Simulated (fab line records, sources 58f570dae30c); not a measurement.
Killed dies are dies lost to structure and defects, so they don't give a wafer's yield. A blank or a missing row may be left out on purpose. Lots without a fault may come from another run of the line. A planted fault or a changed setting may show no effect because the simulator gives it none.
Split-lot experiment | flow berkeley_cmos170 | 5 lots, 23 wafers read, on a route of 331 steps

THE SPLIT
At UCB170_ACTIVE_COAT_08 (resist thk 900 nm), the setting resist_thk_nm was moved away from the recipe's 900 nm on 7 of the 23 wafers read, by -4.6% to +5.0%. The other wafers ran this setting at the recipe's value.

FROM THE SPLIT TO THE READING: what the file shows between them, 3 steps
- UCB170_ACTIVE_SOFTBAKE_09: time 60 s (also split here: time_s)
- UCB170_ACTIVE_EXPOSE_10: exposes mask ACTIVE, target cd 1200 nm
- UCB170_ACTIVE_PEB_11

THE READING
KrF_of_ACTIVE_COAT_08.thk_nm (the simulator's own value, which no gauge read), in nm, at UCB170_ACTIVE_ETCH_15 (etches Si3N4 in CH3F/Ar/O2, stops on SiO2, target depth 242 nm, time 151 s). The file gives no usual value for it. The 16 wafers here that ran the recipe average 725.9 nm, standard deviation 3.3 nm.

wafer  | tool, chamber at the split | resist_thk_nm as run, nm | against the recipe | KrF_of_ACTIVE_COAT_08.thk_nm, nm | against lot-mates on the recipe
L076.1 | litho_track-03, 0          | 900                      | recipe             | 727.2                            | -
L076.2 | litho_track-03, 0          | 900                      | recipe             | 728                              | -
L076.3 | litho_track-03, 0          | 876.1                    | -2.7%              | 703.9                            | -24.2
L076.4 | litho_track-03, 0          | 876.1                    | -2.7%              | 704.4                            | -23.7
L076.6 | litho_track-03, 0          | 900                      | recipe             | 729.1                            | -
L075.2 | litho_track-04, 0          | 900                      | recipe             | 724                              | -
L075.5 | litho_track-04, 0          | 900                      | recipe             | 723.2                            | -
L075.6 | litho_track-04, 0          | 900                      | recipe             | 728.3                            | -
L077.1 | litho_track-04, 0          | 900                      | recipe             | 724.6                            | -
L077.3 | litho_track-04, 0          | 900                      | recipe             | 730.9                            | -
L077.4 | litho_track-04, 0          | 858.2                    | -4.6%              | 683.7                            | -43.4
L077.5 | litho_track-04, 0          | 858.2                    | -4.6%              | 686.3                            | -40.8
L077.6 | litho_track-04, 0          | 900                      | recipe             | 725.8                            | -
L078.1 | litho_track-03, 0          | 900                      | recipe             | 725.1                            | -
L078.2 | litho_track-03, 0          | 900                      | recipe             | 725.2                            | -
L078.3 | litho_track-03, 0          | 900                      | recipe             | 723.3                            | -
L078.4 | litho_track-03, 0          | 900                      | recipe             | 718.4                            | -
L078.6 | litho_track-03, 0          | 900                      | recipe             | 722.5                            | -
L085.1 | litho_track-04, 0          | 945.3                    | +5.0%              | 776                              | +46.6
L085.2 | litho_track-04, 0          | 945.3                    | +5.0%              | 775.3                            | +45.9
L085.3 | litho_track-04, 0          | 900                      | recipe             | 731.7                            | -
L085.4 | litho_track-04, 0          | 900                      | recipe             | 727                              | -
L085.6 | litho_track-04, 0          | 945.3                    | +5.0%              | 773.2                            | +43.9

THE FIT
A straight line over all 23 wafers: KrF_of_ACTIVE_COAT_08.thk_nm changes by +9.26 nm for each +1% of resist_thk_nm; r = +0.99; the points scatter about the line by 3.1 nm.
The same after taking each lot's own level away (the mean of its wafers on the recipe; 23 wafers): +9.04 nm for each +1%; r = +1.00; scatter 2.1 nm.
On that fit, the largest move of resist_thk_nm shifts the reading by 46 nm.
The lots' own levels span 722.90 to 729.35 nm, that is 2.0 times the standard deviation above.
So the lot-to-lot level changes the slope little: the two slopes agree.
Check: with one of the wafers moved furthest among these (+5.0%) left out of the fit, the line predicts +45.2 nm for it against its lot-mates. It came out at +46.6 nm against them.

OTHER SPLITS ON THESE WAFERS
These wafers also went through other splits before the reading. Each is held against what the fit with the lots' levels taken away leaves over:
other split on the same wafers   | wafers away from the commonest value | r with KrF_of_ACTIVE_COAT_08.thk_nm (lot level and that fit taken away)
UCB170_NWELL_IMPLANT_14 dose_cm2 | 8                                    | +0.02
UCB170_PWELL_IMPLANT_15 dose_cm2 | 9                                    | +0.03
UCB170_ACTIVE_SOFTBAKE_09 time_s | 8                                    | +0.27

THE WHOLE CHAIN: every reading that the file lists as answering this split, in the file's order
step                   | what it does                                                               | reading                                                                       | change (the file's fit)              | r (the file's)
UCB170_ACTIVE_COAT_08  | resist thk 900 nm                                                          | KrF_of_ACTIVE_COAT_08.thk_nm (the simulator's own value, which no gauge read) | +9.17 nm for each +1% of the setting | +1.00
UCB170_ACTIVE_ETCH_15  | etches Si3N4 in CH3F/Ar/O2, stops on SiO2, target depth 242 nm, time 151 s | KrF_of_ACTIVE_COAT_08.thk_nm (the simulator's own value, which no gauge read) | +9.05 nm for each +1% of the setting | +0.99
UCB170_ACTIVE_STRIP_16 | strips in O2                                                               | strip_time_to_endpoint_s                                                      | withheld for each +1% of the setting | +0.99

THE FILE'S OWN FIT
KrF_of_ACTIVE_COAT_08.thk_nm changes by +9.05 nm for each +1% of resist_thk_nm, r = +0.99.
